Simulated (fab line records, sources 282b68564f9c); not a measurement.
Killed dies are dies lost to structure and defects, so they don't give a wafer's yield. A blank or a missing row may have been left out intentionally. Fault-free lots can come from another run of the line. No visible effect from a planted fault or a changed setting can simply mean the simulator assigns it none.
fab line records    flow rit_cmos
[record] lots = 7  wafers = 21  last_day = 7
route steps=202 shown SDANNEAL@154 PSD@157 NSD@158 PLDD@159 NLDD@160 SILICIDE@161 M1@202
lots with no fault: from the same line, run without faults
start_h: hours from the record's opening day to when the first of the lot's shown wafers began    wait_h: hours since the lot's step before    " unchanged from the row above    L1.1+2: a row that stands for several wafers    - either no value or no given start    * or withheld: withheld    < > ~ a bound
route shown NAME@n: a module of which the file shows steps, and the number in the route of the first    usual: the fault-free wafers' mean and standard deviation    same: alike in all rows    chamber/n: place in a boat    sites: readings site by site    _std_site: standard deviation across them    _edge_site: outer sites' mean less inner sites'    radius_mm: for every site, how far away it sits from the centre of the wafer    mask NAME#n: copy n    behind: the last tool/chamber to shape the wafer    hold: why the lot was held/for how many hours/how that ended    device: the transistor (n, p or np) that didn't switch    end of line: tests run on the same wafers once the route is complete    for a step that has no rows: nothing shown but its recipe    killed: dies lost to structure and defects at the first sort, not the wafer's yield    map: a wafer's dies, marking killed ones x, the rest . and places with no die _
set.NAME: setting as actually run; set.NAME@STEP: the setting as run at that earlier step    model.NAME: the simulator's own value behind a step, which no gauge read
lots seen at some steps along the route; tables by step, rows by wafer
services: a tool's chamber out of use, with start hour (start_h, from the record's first day; less than 0 if before it), hours out, and reason
[[steps]]
[step RIT_SDANNEAL_CLEAN_01]
[recipe] chemistry = dHF  dilution = 50:1  time_s = 30
[step RIT_SDANNEAL_CLEAN_02]
[recipe] chemistry = SC2  mix = 3:3:50  time_s = 600  temp_c = 75  dry = n2_spin
[step RIT_SDANNEAL_RTA_03]
[recipe] temp_c = 1050  time_s = 5  idle_temp_c = 600  ramp_up_c_per_s = 342  ramp_down_c_per_s = 171  cool_to_c = 600  ambient = N2
[usual] wafer_temp_C_max = 1053.5/1.2
[same] time_s = 5
lot.wafer  tool           chamber  start_h  wait_h  wafer_temp_C_max
L566.1     rtp_anneal-02  0        54.30    0.0     1052.7
L566.2     "              0        "        "       1054.2
L566.4     "              0        "        "       1053.3
L576.2     rtp_anneal-02  0        107.61   0.0     1057.3
L576.3     "              0        "        "       1052.3
L576.5     "              0        "        "       1053.0
L577.1     rtp_anneal-01  0        115.26   0.0     1052.4
L577.2     "              0        "        "       1055.1
L577.4     "              0        "        "       1053.1
L578.1     rtp_anneal-02  0        117.31   0.0     1054.6
L578.2     "              0        "        "       1052.7
L578.5     "              0        "        "       1054.6
L579.4     rtp_anneal-01  0        120.71   0.0     1053.6
L579.5     "              0        "        "       1053.3
L579.6     "              0        "        "       1052.9
L584.1     rtp_anneal-02  0        144.54   0.0     1051.9
L584.2     "              0        "        "       1054.0
L584.3     "              0        "        "       1053.8
L587.4     rtp_anneal-01  0        163.40   0.0     1052.8
L587.5     "              0        "        "       1054.0
L587.6     "              0        "        "       1052.6
[step RIT_SDANNEAL_RS_MEAS_04]
[recipe] thk_meas_gauge = four-point-probe
[usual] PSD_RS = 115.85/0.29
lot.wafer  tool           chamber  start_h  wait_h  PSD_RS[ohm/sq]
L566.1     film_metro-02  -        54.35    0.0     115.45
L566.2     "              -        "        "       115.46
L566.4     "              -        "        "       115.74
L576.2     film_metro-03  -        107.68   0.1     116.04
L576.3     "              -        "        "       115.63
L576.5     "              -        "        "       116.02
L577.1     film_metro-03  -        115.32   0.0     115.55
L577.2     "              -        "        "       115.83
L577.4     "              -        "        "       115.74
L578.1     film_metro-04  -        117.36   0.0     115.92
L578.2     "              -        "        "       115.80
L578.5     "              -        "        "       116.05
L579.4     film_metro-02  -        120.80   0.1     115.82
L579.5     "              -        "        "       115.98
L579.6     "              -        "        "       115.92
L584.1     film_metro-03  -        144.60   0.0     115.52
L584.2     "              -        "        "       115.75
L584.3     "              -        "        "       115.75
L587.4     film_metro-04  -        163.49   0.1     115.63
L587.5     "              -        "        "       115.84
L587.6     "              -        "        "       115.82
[step RIT_SDANNEAL_RS_MEAS_05]
[recipe] thk_meas_gauge = four-point-probe
[usual] NSD_RS = 84.57/0.29
lot.wafer  tool           chamber  start_h  wait_h  NSD_RS[ohm/sq]
L566.1     film_metro-02  -        54.47    0.1     84.22
L566.2     "              -        "        "       83.97
L566.4     "              -        "        "       84.19
L576.2     film_metro-03  -        107.80   0.1     84.90
L576.3     "              -        "        "       84.50
L576.5     "              -        "        "       84.72
L577.1     film_metro-03  -        115.44   0.1     84.87
L577.2     "              -        "        "       84.88
L577.4     "              -        "        "       84.94
L578.1     film_metro-04  -        117.48   0.1     84.22
L578.2     "              -        "        "       84.23
L578.5     "              -        "        "       84.35
L579.4     film_metro-02  -        120.92   0.1     84.67
L579.5     "              -        "        "       84.70
L579.6     "              -        "        "       84.45
L584.1     film_metro-03  -        144.72   0.1     84.80
L584.2     "              -        "        "       84.51
L584.3     "              -        "        "       84.32
L587.4     film_metro-04  -        163.61   0.1     84.55
L587.5     "              -        "        "       84.52
L587.6     "              -        "        "       84.54
[step RIT_SDANNEAL_RS_MEAS_06]
[recipe] thk_meas_gauge = four-point-probe
[usual] PLDD_RS = 176.8/0.48
lot.wafer  tool           chamber  start_h  wait_h  PLDD_RS[ohm/sq]
L566.1     film_metro-02  -        54.59    0.1     176.8
L566.2     "              -        "        "       176.4
L566.4     "              -        "        "       176.6
L576.2     film_metro-03  -        107.92   0.1     177.2
L576.3     "              -        "        "       176.9
L576.5     "              -        "        "       177.8
L577.1     film_metro-03  -        115.56   0.1     177.0
L577.2     "              -        "        "       176.9
L577.4     "              -        "        "       176.4
L578.1     film_metro-04  -        117.60   0.1     176.5
L578.2     "              -        "        "       177.0
L578.5     "              -        "        "       176.6
L579.4     film_metro-02  -        121.04   0.1     176.2
L579.5     "              -        "        "       176.6
L579.6     "              -        "        "       176.6
L584.1     film_metro-03  -        144.84   0.1     176.9
L584.2     "              -        "        "       176.7
L584.3     "              -        "        "       176.6
L587.4     film_metro-04  -        163.73   0.1     176.9
L587.5     "              -        "        "       176.7
L587.6     "              -        "        "       176.6
[step RIT_SDANNEAL_RS_MEAS_07]
[recipe] thk_meas_gauge = four-point-probe
[usual] NLDD_RS = 151.6/0.56
lot.wafer  tool           chamber  start_h  wait_h  NLDD_RS[ohm/sq]
L566.1     film_metro-02  -        54.71    0.1     151.6
L566.2     "              -        "        "       151.6
L566.4     "              -        "        "       151.7
L576.2     film_metro-03  -        108.04   0.1     151.8
L576.3     "              -        "        "       151.4
L576.5     "              -        "        "       151.0
L577.1     film_metro-03  -        115.68   0.1     151.9
L577.2     "              -        "        "       151.5
L577.4     "              -        "        "       151.7
L578.1     film_metro-04  -        117.72   0.1     151.0
L578.2     "              -        "        "       151.7
L578.5     "              -        "        "       151.7
L579.4     film_metro-02  -        121.16   0.1     151.0
L579.5     "              -        "        "       151.5
L579.6     "              -        "        "       151.1
L584.1     film_metro-03  -        144.96   0.1     151.6
L584.2     "              -        "        "       151.2
L584.3     "              -        "        "       151.7
L587.4     film_metro-04  -        163.85   0.1     151.8
L587.5     "              -        "        "       151.3
L587.6     "              -        "        "       151.2
[step RIT_SILICIDE_WET_ETCH_00]
[recipe] chemistry = BOE  target = SiO2  target_depth_nm = 14  time_s = 15  dry = n2_spin  dilution = 10:1  temp_c = 21.5
[step RIT_SILICIDE_SPUTTER_01]
[recipe] material = Ti  target_thk_nm = 30  power_w = 362.5  chamber_pressure_pa = 0.667  gas = Ar  time_s = 240  substrate_temp_c = 25
[usual] chamber_pressure_pa = 0.6671/0.0013  throttle_valve_pct = 30.1/0.81
[same] time_s = 240
lot.wafer  tool            chamber  start_h  wait_h  chamber_pressure_pa  throttle_valve_pct
L566.1     pvd_sputter-02  -        54.85    0.0     0.6626               31.6
L566.2     "               -        "        "       0.6642               29.8
L566.4     "               -        "        "       0.6646               28.9
L576.2     pvd_sputter-02  -        108.15   0.0     0.6672               29.0
L576.3     "               -        "        "       0.6663               31.4
L576.5     "               -        "        "       0.6665               28.6
L577.1     pvd_sputter-04  -        115.81   0.0     0.6662               29.8
L577.2     "               -        "        "       0.6673               30.9
L577.4     "               -        "        "       0.6680               29.7
L578.1     pvd_sputter-02  -        117.86   0.0     0.6656               29.8
L578.2     "               -        "        "       0.6672               31.4
L578.5     "               -        "        "       0.6658               28.4
L579.4     pvd_sputter-04  -        121.23   0.0     0.6659               30.1
L579.5     "               -        "        "       0.6679               29.6
L579.6     "               -        "        "       0.6637               30.6
L584.1     pvd_sputter-02  -        145.09   0.0     0.6657               31.1
L584.2     "               -        "        "       0.6661               28.5
L584.3     "               -        "        "       0.6679               30.0
L587.4     pvd_sputter-04  -        163.94   0.0     0.6650               30.5
L587.5     "               -        "        "       0.6675               30.0
L587.6     "               -        "        "       0.6673               30.0
[step RIT_SILICIDE_RS_MEAS_02]
[recipe] thk_meas_gauge = four-point-probe  reads = Ti_of_SILICIDE_SPUTTER_01
[usual] SILICIDE_TI_RS = 45.6/0.58
lot.wafer  tool           chamber  start_h  wait_h  SILICIDE_TI_RS[ohm/sq]
L566.1     film_metro-03  -        55.00    0.1     45.0
L566.2     "              -        "        "       46.0
L566.4     "              -        "        "       46.5
L576.2     film_metro-01  -        108.32   0.1     46.5
L576.3     "              -        "        "       46.3
L576.5     "              -        "        "       46.5
L577.1     film_metro-01  -        115.96   0.1     45.4
L577.2     "              -        "        "       45.6
L577.4     "              -        "        "       45.4
L578.1     film_metro-03  -        118.01   0.1     45.5
L578.2     "              -        "        "       45.4
L578.5     "              -        "        "       45.8
L579.4     film_metro-01  -        121.44   0.1     44.4
L579.5     "              -        "        "       44.7
L579.6     "              -        "        "       44.5
L584.1     film_metro-01  -        145.24   0.1     45.7
L584.2     "              -        "        "       45.5
L584.3     "              -        "        "       45.7
L587.4     film_metro-01  -        164.15   0.1     46.3
L587.5     "              -        "        "       45.9
L587.6     "              -        "        "       46.6
[step RIT_SILICIDE_THK_MEAS_03]
[recipe] thk_meas_gauge = xrf  reads = Ti_of_SILICIDE_SPUTTER_01
[usual] SILICIDE_TI_THK = 31.1/0.35
lot.wafer  tool           chamber  start_h  wait_h  SILICIDE_TI_THK[nm]
L566.1     film_metro-03  -        55.12    0.1     31.7
L566.2     "              -        "        "       31.0
L566.4     "              -        "        "       30.7
L576.2     film_metro-01  -        108.43   0.1     30.5
L576.3     "              -        "        "       30.6
L576.5     "              -        "        "       30.8
L577.1     film_metro-01  -        116.08   0.1     31.2
L577.2     "              -        "        "       31.1
L577.4     "              -        "        "       31.2
L578.1     film_metro-03  -        118.13   0.1     31.2
L578.2     "              -        "        "       31.1
L578.5     "              -        "        "       31.0
L579.4     film_metro-01  -        121.53   0.1     31.9
L579.5     "              -        "        "       31.7
L579.6     "              -        "        "       31.9
L584.1     film_metro-01  -        145.36   0.1     31.3
L584.2     "              -        "        "       31.2
L584.3     "              -        "        "       31.1
L587.4     film_metro-01  -        164.24   0.1     30.8
L587.5     "              -        "        "       30.9
L587.6     "              -        "        "       30.7
[step RIT_SILICIDE_RTA_04]
[recipe] temp_c = 650  time_s = 10  idle_temp_c = 25  ramp_up_s = 5  ramp_down_s = 5  cool_to_c = 25  ambient = N2
[usual] wafer_temp_C_max = 653.3/1.1
[same] time_s = 10
lot.wafer  tool           chamber  start_h  wait_h  wafer_temp_C_max
L566.1     rtp_anneal-01  0        55.18    0.1     654.5
L566.2     "              0        "        "       653.7
L566.4     "              0        "        "       654.8
L576.2     rtp_anneal-01  0        108.50   0.1     654.7
L576.3     "              0        "        "       654.6
L576.5     "              0        "        "       654.6
L577.1     rtp_anneal-02  0        116.14   0.1     652.1
L577.2     "              0        "        "       651.6
L577.4     "              0        "        "       652.7
L578.1     rtp_anneal-01  0        118.19   0.1     653.2
L578.2     "              0        "        "       655.5
L578.5     "              0        "        "       654.1
L579.4     rtp_anneal-02  0        121.60   0.1     651.3
L579.5     "              0        "        "       652.0
L579.6     "              0        "        "       652.7
L584.1     rtp_anneal-01  0        145.42   0.1     654.5
L584.2     "              0        "        "       653.9
L584.3     "              0        "        "       653.7
L587.4     rtp_anneal-02  0        164.30   0.1     652.3
L587.5     "              0        "        "       653.3
L587.6     "              0        "        "       652.2
[step RIT_SILICIDE_WET_ETCH_05]
[recipe] chemistry = SPM  target = Ti  temp_c = 90  time_s = 120  dry = n2_spin
[usual] run_length_s = 146.2/2.5
lot.wafer  tool          chamber  start_h  wait_h  run_length_s
L566.1     wet_bench-01  2        55.24    0.1     145.2
L566.2     "             2        "        "       145.2
L566.4     "             2        "        "       145.2
L576.2     wet_bench-03  3        108.55   0.0     146.2
L576.3     "             3        "        "       146.2
L576.5     "             3        "        "       146.2
L577.1     wet_bench-03  0        116.21   0.1     103.9
L577.2     "             0        "        "       103.9
L577.4     "             0        "        "       103.9
L578.1     wet_bench-03  3        118.25   0.1     105.0
L578.2     "             3        "        "       105.0
L578.5     "             3        "        "       105.0
L579.4     wet_bench-03  1        121.63   0.0     103.1
L579.5     "             1        "        "       103.1
L579.6     "             1        "        "       103.1
L584.1     wet_bench-02  3        145.49   0.1     146.1
L584.2     "             3        "        "       146.1
L584.3     "             3        "        "       146.1
L587.4     wet_bench-02  0        164.33   0.0     147.5
L587.5     "             0        "        "       147.5
L587.6     "             0        "        "       147.5
[step RIT_SILICIDE_RTA_06]
[recipe] temp_c = 750  time_s = 10  idle_temp_c = 25  ramp_up_s = 5  ramp_down_s = 10  cool_to_c = 25  ambient = N2
[usual] wafer_temp_C_max = 753.6/1.2
[same] time_s = 10
lot.wafer  tool           chamber  start_h  wait_h  wafer_temp_C_max
L566.1     rtp_anneal-02  0        55.29    0.0     752.2
L566.2     "              0        "        "       752.5
L566.4     "              0        "        "       753.3
L576.2     rtp_anneal-02  0        108.60   0.0     754.2
L576.3     "              0        "        "       752.5
L576.5     "              0        "        "       753.4
L577.1     rtp_anneal-01  0        116.25   0.0     754.2
L577.2     "              0        "        "       754.8
L577.4     "              0        "        "       754.9
L578.1     rtp_anneal-02  0        118.29   0.0     752.9
L578.2     "              0        "        "       752.4
L578.5     "              0        "        "       752.4
L579.4     rtp_anneal-01  0        121.70   0.0     755.2
L579.5     "              0        "        "       754.1
L579.6     "              0        "        "       754.8
L584.1     rtp_anneal-02  0        145.53   0.0     753.2
L584.2     "              0        "        "       754.4
L584.3     "              0        "        "       751.8
L587.4     rtp_anneal-01  0        164.41   0.0     754.1
L587.5     "              0        "        "       756.5
L587.6     "              0        "        "       753.7
[step RIT_M1_PROBE_99]
[usual] killed_at_front_end = 6/3.1  killed_dies = 6/3.1  killed_open = 3.2/1.9  killed_short = 3.2/2.1
[same] gross_dies = 264  killed_at_M0_to_M3 = 0  killed_at_M4_up = 0  killed_at_back_side = 0  killed_at_contacts = 0  killed_at_other = 0
lot.wafer  tool       chamber  start_h  wait_h  killed_at_front_end  killed_dies  killed_open  killed_short  model.etest.pmos_0p15.gate_log10_a_cm2  model.etest.nmos_narrow.off_log10_a_um  model.etest.nmos_0p3.off_log10_a_um  model.etest.gate_end_array.leak_log10_a_um  model.etest.pmos_0p3.off_log10_a_um  model.etest.pmos_narrow.off_log10_a_um  model.etest.nmos_0p15.gate_log10_a_cm2  model.etest.gate_to_diffusion_comb.leak_log10_a_um
L566.1     prober-02  -        61.61    0.1     8                    8            4            4             -6.875                                  -13.02                                  -13.1                                -12.93                                      -12.94                               -12.86                                  -5.965                                  -12.7
L566.2     prober-02  -        61.66    0.1     8                    8            3            5             -7.058                                  -13.13                                  -13.04                               -12.79                                      -12.93                               -12.82                                  -5.944                                  -12.71
L566.4     prober-02  -        61.76    0.2     3                    3            1            2             -6.9                                    -13.08                                  -13.02                               -12.85                                      -12.89                               -12.88                                  -5.659                                  -12.48
L576.2     prober-02  -        115.15   0.1     10                   10           3            7             -6.53                                   -13.32                                  -12.98                               -12.83                                      -12.86                               -12.95                                  -5.433                                  -12.37
L576.3     prober-02  -        115.20   0.2     13                   13           4            9             -6.482                                  -13.34                                  -12.97                               -12.86                                      -12.91                               -12.8                                   -5.289                                  -12.23
L576.5     prober-02  -        115.30   0.2     5                    5            4            1             -6.745                                  -13.29                                  -13.07                               -12.9                                       -13.01                               -12.88                                  -5.697                                  -12.62
L577.1     prober-01  -        122.93   0.1     7                    7            2            5             -1.844                                  -8.844                                  -8.844                               -8.678                                      -8.844                               -8.844                                  -1.844                                  -8.842
L577.2     prober-01  -        122.98   0.1     11                   11           4            7             -1.911                                  -8.911                                  -8.911                               -8.772                                      -8.911                               -8.911                                  -1.911                                  -8.941
L577.4     prober-01  -        123.08   0.2     9                    9            1            7             -1.862                                  -8.862                                  -8.862                               -8.665                                      -8.862                               -8.862                                  -1.862                                  -8.9
L578.1     prober-02  -        124.90   0.1     5                    5            1            4             -1.861                                  -8.861                                  -8.861                               -8.785                                      -8.861                               -8.861                                  -1.861                                  -8.82
L578.2     prober-02  -        124.95   0.1     5                    5            2            3             -1.819                                  -8.819                                  -8.819                               -8.504                                      -8.819                               -8.819                                  -1.819                                  -8.934
L578.5     prober-02  -        125.10   0.2     9                    9            5            4             -2.014                                  -9.014                                  -9.014                               -8.882                                      -9.014                               -9.014                                  -2.013                                  -8.988
L579.4     prober-01  -        158.89   0.2     4                    4            2            2             -1.477                                  -8.477                                  -8.477                               -8.334                                      -8.477                               -8.477                                  -1.477                                  -8.44
L579.5     prober-01  -        158.94   0.2     5                    5            2            3             -1.588                                  -8.588                                  -8.588                               -8.214                                      -8.588                               -8.588                                  -1.588                                  -8.504
L579.6     prober-01  -        158.99   0.2     8                    8            5            3             -1.562                                  -8.562                                  -8.562                               -8.23                                       -8.562                               -8.562                                  -1.562                                  -8.529
L584.1     prober-01  -        159.64   0.8     3                    3            1            2             -6.273                                  -13.21                                  -12.94                               -12.85                                      -12.84                               -12.84                                  -5.222                                  -12.26
L584.2     prober-01  -        159.69   0.8     3                    3            3            0             -6.704                                  -12.99                                  -13.12                               -13.04                                      -12.96                               -12.91                                  -5.618                                  -12.47
L584.3     prober-01  -        159.74   0.8     9                    9            4            5             -6.787                                  -13.22                                  -13.09                               -12.82                                      -12.93                               -12.79                                  -5.595                                  -12.47
L587.4     prober-01  -        171.28   0.2     12                   12           2            7             -6.872                                  -13.11                                  -13.04                               -12.78                                      -13.09                               -12.82                                  -5.755                                  -12.5
L587.5     prober-01  -        171.33   0.2     4                    4            3            1             -7.048                                  -13.31                                  -12.96                               -12.81                                      -13.05                               -12.85                                  -5.877                                  -12.59
L587.6     prober-01  -        171.38   0.2     1                    1            1            0             -7.301                                  -13.24                                  -13.09                               -12.85                                      -13.03                               -12.98                                  -6.157                                  -12.72
// killed by level:class
L566.1 GATE:geometric_particle:open=2 GATE:geometric_particle:short=2 REOX:geometric_particle:short=1 SPACER:geometric_particle:open=1 SILICIDE:geometric_particle:open=1 SILICIDE:geometric_particle:short=1
L566.2 GATE:geometric_particle:short=2 GATE:geometric_particle:open=2 REOX:geometric_particle:short=2 REOX:geometric_particle:open=1 SPACER:geometric_particle:short=1
L566.4 ACTIVE:geometric_particle:short=1 GATE:geometric_particle:short=1 REOX:geometric_particle:open=1
L576.2 GATE:geometric_particle:short=4 FOX1:geometric_particle:short=1 FOX2:geometric_particle:short=1 GATE:geometric_particle:open=1 REOX:geometric_particle:open=1 SILICIDE:geometric_particle:short=1 SILICIDE:geometric_particle:open=1
L576.3 GATE:geometric_particle:short=5 GATE:geometric_particle:open=3 SILICIDE:geometric_particle:short=2 FOX2:geometric_particle:short=1 SPACER:geometric_particle:short=1 SILICIDE:geometric_particle:open=1
L576.5 FOX2:geometric_particle:open=2 GATE:geometric_particle:open=2 GATE:geometric_particle:short=1
L577.1 SILICIDE:geometric_particle:short=3 REOX:geometric_particle:open=1 REOX:geometric_particle:short=1 SPACER:geometric_particle:short=1 SILICIDE:geometric_particle:open=1
L577.2 GATE:geometric_particle:short=4 FOX1:geometric_particle:short=2 GATE:geometric_particle:open=2 FOX1:geometric_particle:open=1 FOX2:geometric_particle:short=1 SILICIDE:geometric_particle:open=1
L577.4 REOX:geometric_particle:short=3 GATE:geometric_particle:short=2 SPACER:geometric_particle:short=2 GATE:geometric_particle:open=1 PLDD:coat_microbubble_printed=1
L578.1 FOX1:geometric_particle:open=1 FOX1:geometric_particle:short=1 FOX2:geometric_particle:short=1 REOX:geometric_particle:short=1 SPACER:geometric_particle:short=1
L578.2 GATE:geometric_particle:open=2 FOX1:geometric_particle:short=1 GATE:geometric_particle:short=1 REOX:geometric_particle:short=1
L578.5 REOX:geometric_particle:open=3 FOX1:geometric_particle:short=1 FOX1:geometric_particle:open=1 FOX2:geometric_particle:short=1 REOX:geometric_particle:short=1 SILICIDE:geometric_particle:short=1 SILICIDE:geometric_particle:open=1
L579.4 FOX1:geometric_particle:short=1 FOX2:geometric_particle:open=1 SILICIDE:geometric_particle:open=1 SILICIDE:geometric_particle:short=1
L579.5 FOX1:geometric_particle:open=1 GATE:geometric_particle:short=1 GATE:geometric_particle:open=1 SPACER:geometric_particle:short=1 SILICIDE:geometric_particle:short=1
L579.6 FOX1:geometric_particle:open=2 GATE:geometric_particle:short=2 GATE:geometric_particle:open=2 FOX2:geometric_particle:short=1 SPACER:geometric_particle:open=1
L584.1 FOX1:geometric_particle:short=1 GATE:geometric_particle:open=1 SILICIDE:geometric_particle:short=1
L584.2 GATE:geometric_particle:open=2 FOX1:geometric_particle:open=1
L584.3 GATE:geometric_particle:short=2 REOX:geometric_particle:open=2 REOX:geometric_particle:short=2 FOX1:geometric_particle:short=1 FOX2:geometric_particle:open=1 SILICIDE:geometric_particle:open=1
L587.4 GATE:geometric_particle:short=3 PRETRO:coat_microbubble_printed=3 SILICIDE:geometric_particle:short=2 FOX1:geometric_particle:short=1 FOX2:geometric_particle:open=1 REOX:geometric_particle:short=1 SPACER:geometric_particle:open=1
L587.5 FOX1:geometric_particle:open=2 GATE:geometric_particle:open=1 SILICIDE:geometric_particle:short=1
L587.6 FOX1:geometric_particle:open=1
[[services]]
tool            chamber  start_h  hours  kind
pvd_sputter-02  -        56.68    1.2    repair
pvd_sputter-02  -        76.87    2.5    repair
pvd_sputter-04  -        79.59    9.4    repair
wet_bench-01    -        82.58    2.3    repair
pvd_sputter-02  -        103.92   0.9    repair
wet_bench-02    -        108.92   1.3    repair
pvd_sputter-02  -        119.14   6.3    repair
pvd_sputter-02  -        152.63   1.1    repair
[[key]]
[first_sign] step = RIT_SILICIDE_WET_ETCH_05  reading = run_length_s  direction = down  sigmas = 17  usual = *  struck = *
effect none on later readings
[model_effect] step = RIT_M1_PROBE_99  value = etest.pmos_0p15.gate_log10_a_cm2  without = -6.395  struck = -1.771
met_at RIT_SILICIDE_WET_ETCH_05
struck_wafers L577.1,L577.2,L577.4,L578.1,L578.2,L578.5,L579.4,L579.5,L579.6
tester_left_out L577,L578,L579
onset_between 108.55 116.21
[fault] kind = process_parameter_drift  tool = wet_bench-03  chamber = -  onset_h = 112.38  steps = RIT_SILICIDE_WET_ETCH_05  channel = time_s  offset = *  shape = step  end_h = 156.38  acts_in = *  stated = *
// tester_left_out: of these lots the tester's yield and bins aren't shown, on N5 and GAA mostly nor the transistor test; their killed dies are dies lost to structure and defects alone, not to doping, threshold or leakage, so they don't give the yield
